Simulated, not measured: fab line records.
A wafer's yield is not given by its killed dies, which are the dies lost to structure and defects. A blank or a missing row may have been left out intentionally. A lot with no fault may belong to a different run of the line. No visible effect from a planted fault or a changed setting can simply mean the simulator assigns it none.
Comparing a struck lot with a sound one :: flow berkeleyCmos170 :: 28 steps out of a route of 331
Sound: the wafers L936.1, L936.3, L936.5. Struck: wafers L940.3, L940.4, L940.6. The cause is named last.
Order at every step that has rows: each side's tool, ch and its chambers, its first start. Under that, the readings that differ: sound wafers :: struck wafers :: difference of the means :: sigmas: that difference in standard deviations of wafers without a fault.
alike: same words and numbers on both sides, and readings whose means sit less than 2 such deviations apart. not compared: any withheld reading, any reading some wafer has no value for, any bound like >300 that may hide the same value, and any number with overlapping values for which the record gives no deviation.
A row with sigmas, a row that says differs or no value, or rows on one side alone: a step with any of these is where the two part. Non-overlapping numbers with no deviation appear without sigmas and do not part them. A reading missing from all wafers of one side parts the sides only when that side holds two or more wafers.

UCB170_GATE_CD_MEAS_90: target cd 350 nm.
  sound on cdSem-02 at day 7 09:55; struck on cdSem-01 at day 8 09:28
  alike: cdNm
then, 7 steps without rows for these wafers: UCB170_GATE_CLEAN_17 (cleans in SPM, time 600 s); UCB170_PLDD_HMDS_00 (prime time 60 s); UCB170_PLDD_COAT_01 (resist thk 900 nm); UCB170_PLDD_SOFTBAKE_02 (time 60 s); UCB170_PLDD_EXPOSE_03 (exposes mask PSELECT, target cd 1200 nm); UCB170_PLDD_PEB_04; UCB170_PLDD_DEVELOP_05 (develop time 45 s).
UCB170_PLDD_CD_MEAS_06: target cd 1200 nm.
  sound on cdSem-01 at day 7 11:17; struck on cdSem-01 at day 8 10:56
  alike: cdNm
UCB170_PLDD_OVL_MEAS_07:
  sound on overlay-01 at day 7 11:25; struck on overlay-01 at day 8 11:02
  alike: PLDD_OVL
then, 2 steps without rows for these wafers: UCB170_PLDD_IMPLANT_08; UCB170_PLDD_IMPLANT_09.
UCB170_PLDD_STRIP_10: strips in O2.
  sound on plasmaAsher-04 ch 0,1, day 7 11:44; struck on plasmaAsher-03 ch 0,1, day 8 11:23
  no value came back on the struck wafers for chamberPressureMTorr (mTorr), drypumpMotorCurrentA (A), oesProductAu (a.u.), stripTimeToEndpointS (s); on the sound wafers chamberPressureMTorr (mTorr) reads 3501 3512 3502
reading: model.KrF_of_PLDD_COAT_01.thkNm (nm)
sound: 0 0 0
struck: 886.3 886.6 886.2
difference: +886.4
sigmas: 
  not compared: rfHoursCounterH
UCB170_PLDD_TW_MEAS_11:
  sound on filmMetro-03 at day 7 11:50; struck on filmMetro-02 at day 8 11:28
reading: PLDD_TW
sound: 1029 1023 1026
struck: 994 995 997
difference: -31
sigmas: -3
then, 7 steps without rows for these wafers: UCB170_PLDD_CLEAN_12 (cleans in SPM, time 600 s); UCB170_NLDD_HMDS_00 (prime time 60 s); UCB170_NLDD_COAT_01 (resist thk 900 nm); UCB170_NLDD_SOFTBAKE_02 (time 60 s); UCB170_NLDD_EXPOSE_03 (exposes mask NSELECT, target cd 1200 nm); UCB170_NLDD_PEB_04; UCB170_NLDD_DEVELOP_05 (develop time 45 s).
UCB170_NLDD_CD_MEAS_06: target cd 1200 nm.
  sound on cdSem-01 at day 7 13:25; struck on cdSem-02 at day 8 13:35
  alike: cdNm
UCB170_NLDD_OVL_MEAS_07:
  sound on overlay-01 at day 7 13:32; struck on overlay-01 at day 8 13:40
  alike: NLDD_OVL
then, 2 steps without rows for these wafers: UCB170_NLDD_IMPLANT_08; UCB170_NLDD_IMPLANT_09.
UCB170_NLDD_STRIP_10: strips in O2.
  sound on plasmaAsher-02 ch 0,1, day 7 13:52; struck on plasmaAsher-04 ch 0,1, day 8 14:02
reading: stripTimeToEndpointS (s)
sound: 21.68 21.61 21.60
struck: 47.91 47.90 47.90
difference: +26.27
sigmas: +99 or more
  alike: chamberPressureMTorr, drypumpMotorCurrentA, oesProductAu
  not compared: rfHoursCounterH
UCB170_NLDD_TW_MEAS_11:
  sound on filmMetro-02 at day 7 13:58; struck on filmMetro-01 at day 8 14:07
reading: NLDD_TW
sound: 2192 2181 2173
struck: 30 30 30
difference: -2152
sigmas: -99 or more
then, 1 step without rows for these wafers: UCB170_NLDD_CLEAN_12 (cleans in SPM, time 600 s).

WHERE THEY PART
At UCB170_PLDD_STRIP_10 first; at UCB170_NLDD_TW_MEAS_11 last (within this record only).

WHY: the cause the simulator had injected
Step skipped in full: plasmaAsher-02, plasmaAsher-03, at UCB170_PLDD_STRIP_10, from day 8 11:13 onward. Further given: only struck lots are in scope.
